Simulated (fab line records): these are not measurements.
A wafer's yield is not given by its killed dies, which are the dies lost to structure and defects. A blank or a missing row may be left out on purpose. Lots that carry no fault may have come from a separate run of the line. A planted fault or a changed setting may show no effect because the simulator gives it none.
The same fault as seen by 2 desks    flow rit_cmos    every desk sees just its own numbers, and what lay behind them comes last

== THE METROLOGY DESK ==
What the gauges read, lot by lot, whatever tool the lot ran on: means of the sampled wafers that have a number. The brackets show how far a lot's mean lies from the usual mean; more than 4 standard deviations puts the lot out of limits, marked OUT.
Columns: A = FOX2_OXIDE_THK at RIT_FOX2_THK_MEAS_01, usual 353 nm; B = NWELL_TW at RIT_NWELL_TW_MEAS_10, usual 2148; C = PRETRO_OVL at RIT_PRETRO_OVL_MEAS_06, usual 0.1 nm
lot   first seen here  A    B     C
L548  day 1 19:31      336  2166  -0.2
L549  day 2 00:52      363  2183  2.5
L551  day 2 10:01      358  2180  0.1
L552  day 2 17:41      354  2127  -0.9
L555  day 3 05:53      360  2120  -1.7
L556  day 3 12:00      343  2121  -0.1
L557  day 3 15:50      346  2162  0.1
L558  day 3 21:11      349  2161  -0.2
L560  day 4 06:27      344  2115  1.1
L564  day 5 02:59      350  2125  0.0
L569  day 6 03:22      368  2177  0.2
L570  day 6 09:10      348  2118  -0.4
L571  day 6 13:31      361  2123  -1.8
This desk's verdict: no lot among the 13 shows anything out of limits.

== THE TOOL OWNER'S DESK: wet_bench-02 ==
The tool's own readings at RIT_FOX2_CLEAN_02 (cleans in dHF, time 180 s): means of the sampled wafers that have a number, for each lot that ran on this tool. The brackets show how far a lot's mean lies from the usual mean; more than 4 standard deviations puts the lot out of limits, marked OUT.
Columns: A = run_length_s at RIT_FOX2_CLEAN_02, usual 208 s
lot   first seen here  A
L551  day 2 10:03      212
L552  day 2 17:44      211
L555  day 3 05:56      207
L556  day 3 12:04      204
L557  day 3 15:53      205
L558  day 3 21:15      205
L569  day 6 03:26      164 (-12) OUT
L571  day 6 13:34      206
Finding of this desk: L569 out of limits; the first was L569 at day 6 03:26, on run_length_s at RIT_FOX2_CLEAN_02. Within limits: L551, L552, L555, L556, L557, L558, L571.

== TAKEN TOGETHER ==
The tool owner's desk had the chance to raise an alarm at day 6 03:26 on L569.
The metrology desk saw nothing out of limits.
The metrology desk holds a record of L569, inside its limits.
Every lot named ran RIT_FOX2_CLEAN_02 on wet_bench-02.

== WHAT WAS PUT IN BY THE SIMULATOR ==
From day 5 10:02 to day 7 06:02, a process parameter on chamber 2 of wet_bench-02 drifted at RIT_FOX2_CLEAN_02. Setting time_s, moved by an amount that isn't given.
Lots struck among those shown: L569.
Hours from the fault's start to each desk's first reading out of limits: the tool owner's desk, 17.
